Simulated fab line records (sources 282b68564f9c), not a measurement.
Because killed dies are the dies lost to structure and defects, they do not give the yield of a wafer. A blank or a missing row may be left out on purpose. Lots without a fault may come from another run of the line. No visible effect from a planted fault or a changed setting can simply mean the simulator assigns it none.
The tool behind it: which one? ; flow rit cmos ; 7 lots, 21 wafers sampled, at 2 steps of a route of 202

## WHAT EACH GAUGE READ, for each wafer
RIT_GATE_THK_MEAS_09.
lot;measured;on;GATE_POLY_THK (nm)
L140;day 2 17:46;film metro-01;253.3 252.9 251.1
L142;day 3 04:14;film metro-02;255.6 255.4 255.2
L144;day 3 16:56;film metro-01;250.2 250.1 251.7
L146;day 4 04:22;film metro-02;250.9 250.4 249.8
L148;day 4 15:16;film metro-01;254.7 254.3 254.7
L154;day 5 18:33;film metro-02;358.4 362.0 359.9
L159;day 6 21:52;film metro-03;246.9 246.6 247.9

## TOOL THAT RAN EACH LOT (tool first, then ch and the chambers of the sampled wafers, then the start)
lot;RIT_GATE_CVD_08
L140;lpcvd-02 ch 0, day 2 16:08
L142;lpcvd-02 ch 0, day 3 02:37
L144;lpcvd-02 ch 1, day 3 15:17
L146;lpcvd-02 ch 0, day 4 02:45
L148;lpcvd-01 ch 0, day 4 12:50
L154;lpcvd-02 ch 0, day 5 16:56
L159;lpcvd-01 ch 0, day 6 20:14
- RIT_GATE_CVD_08: deposits poly-Si from SiH4, target thk 250 nm, time 2220 s.

## THE ANSWER, worked out from the rows above alone
Rule: what is usual is taken from the lots themselves. The widest of any qualifying gaps counts: lots, ordered by their means at a reading, are off when they make up no more than a third of the lots, leave a main group of 4 or more, and stand apart from it by 3 or more times the standard deviation of that group's means. Not used: any main group whose means are identical at the precision the tables above print for the reading. Also off: a lot with no number at a reading for which 4 or more lots have one. The other lots that the step has rows for count as sound.
Off: L154, seen at RIT_GATE_THK_MEAS_09 (GATE_POLY_THK). Main group: mean 251.8 nm, sd 2.8.
If a tool, at a process step before that reading, ran all the lots that are off and no sound lot after the first of them, it fits. The gauges at RIT_GATE_THK_MEAS_09 are tried like those tools. Undecided on this evidence; 2 tools fit (lpcvd-02 at RIT_GATE_CVD_08, film metro-02 at RIT_GATE_THK_MEAS_09).

## WHAT THE SIMULATOR HAD INSERTED
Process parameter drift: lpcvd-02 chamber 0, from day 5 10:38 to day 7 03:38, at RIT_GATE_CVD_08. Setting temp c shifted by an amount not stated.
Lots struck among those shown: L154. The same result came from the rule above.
